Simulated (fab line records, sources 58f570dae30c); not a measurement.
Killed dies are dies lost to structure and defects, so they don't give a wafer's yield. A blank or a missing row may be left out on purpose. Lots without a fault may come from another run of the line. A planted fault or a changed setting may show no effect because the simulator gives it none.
Problem report in the 8D (eight disciplines) form, filled by code | flow berkeley_cmos170 | the parts of the form that need people (team, actions taken, sign-off) are left out

1. THE PROBLEM
M3_AL_RS at UCB170_M3_RS_MEAS_02 reads a mean of 0.0247 ohm/sq on 1 wafer of 1 lot; wafers without a fault read 0.0321 ohm/sq with a standard deviation of 0.00031. That is -24 standard deviations from the usual mean.
The step: measures by four-point-probe.
First seen on wafer L732.4, day 10 18:56, on film_metro-02. The record holds 39 wafers of 13 lots with a number at this step. Rule for "out", or "out of limits": more than 4 standard deviations from the usual mean. The other wafers with a number count as sound.

2. WHAT IT IS AND WHAT IT IS NOT
question                    | is                | is not
which readings at this step | M3_AL_RS          | -
which lots                  | L732              | L726, L728, L729, L730, L731, L734, L736, L738, L741, L744, L745, L749
which wafers of those lots  | L732.4            | L732.1, L732.5
read on which gauges        | film_metro-02     | film_metro-01, film_metro-03
when                        | from day 10 18:56 | up to then (20 sound wafers); but 18 sound wafers of L736, L738, L741, L744, L745, L749 came after

3. SUSPECTS, AND WHAT RULES EACH OUT
Counting: a tool at a process step up to the reading stays a suspect if it ran every lot that is out. Sound lots after the first of them don't rule it out here, since some wafers of a struck lot are sound.
- the gauge at UCB170_M3_RS_MEAS_02: ruled out. All the wafers that are out were read on film_metro-02, but those of them that UCB170_M3_SPUTTER_01 has rows for are out there too, on other tools.
- pvd_sputter-04 at UCB170_M3_SPUTTER_01 (material Al, target thk 900 nm, time 120 s): kept. It ran the lot that is out, L732 (day 10 18:51); its last sound lot up to then is L731 (day 10 15:58). Its own readings are out on those wafers: cathode_dc_power_W.
Left after counting: pvd_sputter-04 at UCB170_M3_SPUTTER_01.

4. THE CAUSE (what the simulator had put in)
Process parameter drift: pvd_sputter-04, from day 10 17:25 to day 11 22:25, at UCB170_M3_SPUTTER_01. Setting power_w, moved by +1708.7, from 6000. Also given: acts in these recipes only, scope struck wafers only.
Counting left only this tool.

5. THE CHAIN OF EFFECTS, in route order
Each row: a reading whose mean over the struck wafers that have a number lies more than 3 standard deviations from the usual. Only readings for which the record gives a usual standard deviation are gone through. hours: the time from each lot's start at the first step in this table that gives one to its start at this step, as a median over the lots. sigmas: the change in usual standard deviations.
hours | step                    | reading              | usual         | on struck wafers | change  | sigmas
0     | UCB170_M3_SPUTTER_01    | cathode_dc_power_W   | 6000.0 W      | 7706.7           | +1706.7 | +99 or more
0     | UCB170_M3_RS_MEAS_02    | M3_AL_RS             | 0.0321 ohm/sq | 0.0247           | -0.0074 | -24
3     | UCB170_M3_THK_MEAS_03   | M3_AL_THK            | 888 nm        | 1141             | +253    | +23
9     | UCB170_M3_METAL_ETCH_18 | oes_product_au       | 0.850 a.u.    | 1.003            | +0.153  | +10
16    | UCB170_M3_PROBE_99      | defect_limited_yield | 98.8 %        | 18.6             | -80.2   | -99 or more
16    | UCB170_M3_PROBE_99      | killed_at_M0_to_M3   | 0.9           | 210.0            | +209.1  | +99 or more
16    | UCB170_M3_PROBE_99      | killed_dies          | 3.3           | 215.0            | +211.7  | +99 or more
16    | UCB170_M3_PROBE_99      | killed_on_rim        | 0.8           | 41.0             | +40.2   | +47
16    | UCB170_M3_PROBE_99      | sort_bin_5_function  | 0.7 %         | 80.7             | +80.0   | +99 or more
16    | UCB170_M3_PROBE_99      | sort_n_pass          | 260.7         | 49.0             | -211.7  | -99 or more
16    | UCB170_M3_PROBE_99      | sort_yield_pct       | 98.8 %        | 18.6             | -80.2   | -99 or more
The process steps in it:
- UCB170_M3_SPUTTER_01: material Al, target thk 900 nm, time 120 s.
- UCB170_M3_METAL_ETCH_18: etches Al in Cl2/BCl3, stops on SiO2, target depth 1170 nm, time 195 s.
- UCB170_M3_PROBE_99

6. WHAT WOULD HAVE CAUGHT IT SOONER
In this record the first reading out of limits at a measuring or inspecting step was taken at day 10 18:56, 2 hours after the fault began at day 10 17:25.
The tool's own readings at UCB170_M3_SPUTTER_01 were out on every struck wafer that the step has a row for (cathode_dc_power_W): an alarm limit on them would have fired on the first of those.
All the lots that are out (1) had begun UCB170_M3_SPUTTER_01 on pvd_sputter-04 by day 10 18:56. A hold on the tool at that time would have spared none of them.
